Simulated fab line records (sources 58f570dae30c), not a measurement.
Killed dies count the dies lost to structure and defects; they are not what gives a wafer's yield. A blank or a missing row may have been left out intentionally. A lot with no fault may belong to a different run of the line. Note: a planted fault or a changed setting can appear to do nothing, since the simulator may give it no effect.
Struck lot and sound lot, side by side -- flow berkeley_cmos170 -- 15 steps out of a route of 331
Sound: these wafers, L212.1, L212.3, L212.5. Wafers L224.3, L224.4, L224.6 were the ones struck. Last of all comes the cause.
Order at every step that has rows: each side's tool, ch and its chambers, its first start. Under that, the readings that differ: sound wafers -- struck wafers -- difference of the means -- sigmas: that difference in standard deviations of wafers without a fault.
alike: readings with means less than 2 such deviations apart, plus words and numbers identical on both sides. not compared: withheld readings, readings lacking a value on some wafer, bounds such as >300 that could conceal the same value, and numbers that have no deviation in the record and whose values overlap.
Wherever a step has rows on one side only, a row that says differs or no value, or a row with sigmas, the two part there. When numbers do not overlap yet have no deviation, they are printed without sigmas and do not part them. A reading missing from all wafers of one side parts the sides only when that side holds two or more wafers.

first, 6 steps without rows for these wafers: UCB170_M2_COAT_09; UCB170_M2_COAT_10 (resist thk 891.8 nm); UCB170_M2_SOFTBAKE_11 (time 60 s); UCB170_M2_EXPOSE_12 (exposes mask METAL2, target cd 700 nm); UCB170_M2_PEB_13; UCB170_M2_DEVELOP_14 (develop time 45 s).
UCB170_M2_CD_MEAS_15: target cd 700 nm.
  sound: cd_sem-01 at day 7 12:05; struck: cd_sem-02 at day 10 07:04
  alike: cd_nm
UCB170_M2_OVL_MEAS_16:
  sound: overlay-02 at day 7 12:13; struck: overlay-01 at day 10 07:10
reading,sound,struck,difference,sigmas
M2_OVL (nm),5 7 0,-5 -9 -7,-11,-2
UCB170_M2_ETCH_17: etches BARC in N2/H2.
  sound on rie_diel-02 ch 1,3, day 7 12:15; struck on rie_diel-04 ch 0,1,2, day 10 07:11
  alike: drypump_motor_current_A, h2_flow_sccm, oes_product_au, throttle_valve_pct
UCB170_M2_METAL_ETCH_18: etches Al in Cl2/BCl3, stops on SiO2, target depth 1170 nm, time 195 s.
  sound on rie_metal-04 ch 0,1, day 7 12:17; struck on rie_metal-03 ch 0,1, day 10 07:18
  alike: drypump_motor_current_A, oes_product_au, throttle_valve_pct
  not compared: rf_hours_counter_h
UCB170_M2_STRIP_19: strips in O2.
  sound on plasma_asher-02 ch 0,1, day 7 12:29; struck on plasma_asher-01 ch 0,1, day 10 07:27
  alike: drypump_motor_current_A, oes_product_au
  not compared: rf_hours_counter_h
UCB170_M2_CD_MEAS_90: target cd 700 nm.
  sound: cd_sem-01 at day 7 12:35; struck: cd_sem-01 at day 10 07:34
  alike: cd_nm
UCB170_V2_CVD_00: deposits SiO2 from TEOS/O2, target thk 2000 nm, time 250 s.
  sound on pecvd-01 ch 0,2, day 7 12:42; struck on pecvd-02 ch 0,2, day 10 07:38
reading,sound,struck,difference,sigmas
model.SiO2_of_V2_CVD_00.thk_nm (nm),2012 1980 2029,2688 2711 2746,+708,
  alike: heater_power_w
UCB170_V2_THK_MEAS_01:
  sound: film_metro-04 at day 7 12:51; struck: film_metro-04 at day 10 07:49
reading,sound,struck,difference,sigmas
V2_TEOS_THK (nm),2013 1981 2031,2687 2711 2745,+706,+25
UCB170_V2_CMP_02: polishes SiO2.
  sound on cmp-02 ch 0,1,2, day 7 13:05; struck on cmp-02 ch 0,2, day 10 07:55
  alike: motor_current_A

== WHERE THEY PART ==
At UCB170_M2_OVL_MEAS_16 first; at UCB170_V2_THK_MEAS_01 last (within this record only). Later steps at which nothing parts them and some readings are alike: UCB170_V2_CMP_02.

WHY: whatever the simulator had introduced
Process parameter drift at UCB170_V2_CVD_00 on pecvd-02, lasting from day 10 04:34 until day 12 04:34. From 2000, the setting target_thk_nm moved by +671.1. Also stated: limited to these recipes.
